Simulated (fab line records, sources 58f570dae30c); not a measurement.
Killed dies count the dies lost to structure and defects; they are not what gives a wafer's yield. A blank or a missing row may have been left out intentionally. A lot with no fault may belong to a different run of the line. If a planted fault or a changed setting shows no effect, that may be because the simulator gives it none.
Which tool was responsible? | flow berkeley-cmos170 | Sampling: 7 lots, 21 wafers, 2 of 331 route steps

## WHAT EACH GAUGE READ, for each wafer
UCB170_NWELL_OVL_MEAS_12.
lot  | measured    | on         | NWELL_OVL (nm)
L274 | day 2 07:10 | overlay-02 | 3 -3 1
L280 | day 3 21:13 | overlay-01 | 673 687 684 683 684 681
L283 | day 4 05:28 | overlay-01 | 1 -3 -7
L284 | day 4 10:46 | overlay-01 | 689 688 674 686 685 684
L289 | day 5 16:27 | overlay-01 | -7 -1 -10
L292 | day 6 06:23 | overlay-01 | -1 0 0
L294 | day 6 11:23 | overlay-02 | 0 -4 -4

## WHAT TOOL EACH LOT RAN ON (gives the tool, then ch and the chambers of the sampled wafers, and finally the start)
lot  | UCB170_NWELL_EXPOSE_09
L274 | krf-scanner-02 ch 0, day 2 06:31
L280 | krf-scanner-02 ch 0, day 3 20:47
L283 | krf-scanner-01 ch 0, day 4 04:52
L284 | krf-scanner-02 ch 0, day 4 09:56
L289 | krf-scanner-01 ch 0, day 5 16:04
L292 | krf-scanner-01 ch 0, day 6 05:31
L294 | krf-scanner-01 ch 0, day 6 11:00
- UCB170_NWELL_EXPOSE_09: exposes mask NWELL, target cd 3000 nm.

## THE ANSWER, worked out from the rows above alone
Rule: the usual values come from the lots themselves. The widest of any qualifying gaps counts: lots, ordered by their means at a reading, are off when they make up no more than a third of the lots, leave a main group of 4 or more, and stand apart from it by 3 or more times the standard deviation of that group's means. A main group is skipped when, at the precision printed for the reading in the tables above, its means are all equal. A lot without any number at a reading at which 4 lots or more have one is off too. Where the step has rows for the other lots, those lots are counted as sound.
Off: L280, L284, at UCB170_NWELL_OVL_MEAS_12 (NWELL_OVL). For the main group the mean is -2 nm and the standard deviation 2.2.
A tool fits if, at a process step before that reading, it ran every lot that is off, and no sound lot after the first of them. Gauges at UCB170_NWELL_OVL_MEAS_12: tried the same way as those tools. One fits: krf-scanner-02 at UCB170_NWELL_EXPOSE_09. A fault onset in the window from L274 (day 2 06:31, its last sound lot) to L280 (day 3 20:47, its first lot off) fits.

## WHAT HAD BEEN PUT IN BY THE SIMULATOR
Scanner matching overlay: krf-scanner-02, from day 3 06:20 on, at UCB170_NWELL_EXPOSE_09. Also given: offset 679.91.
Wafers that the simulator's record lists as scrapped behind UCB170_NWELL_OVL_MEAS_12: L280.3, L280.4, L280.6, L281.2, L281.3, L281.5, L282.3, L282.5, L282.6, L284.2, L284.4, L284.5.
Shown lots that were struck: L280, L284. The rule above reached the same finding.
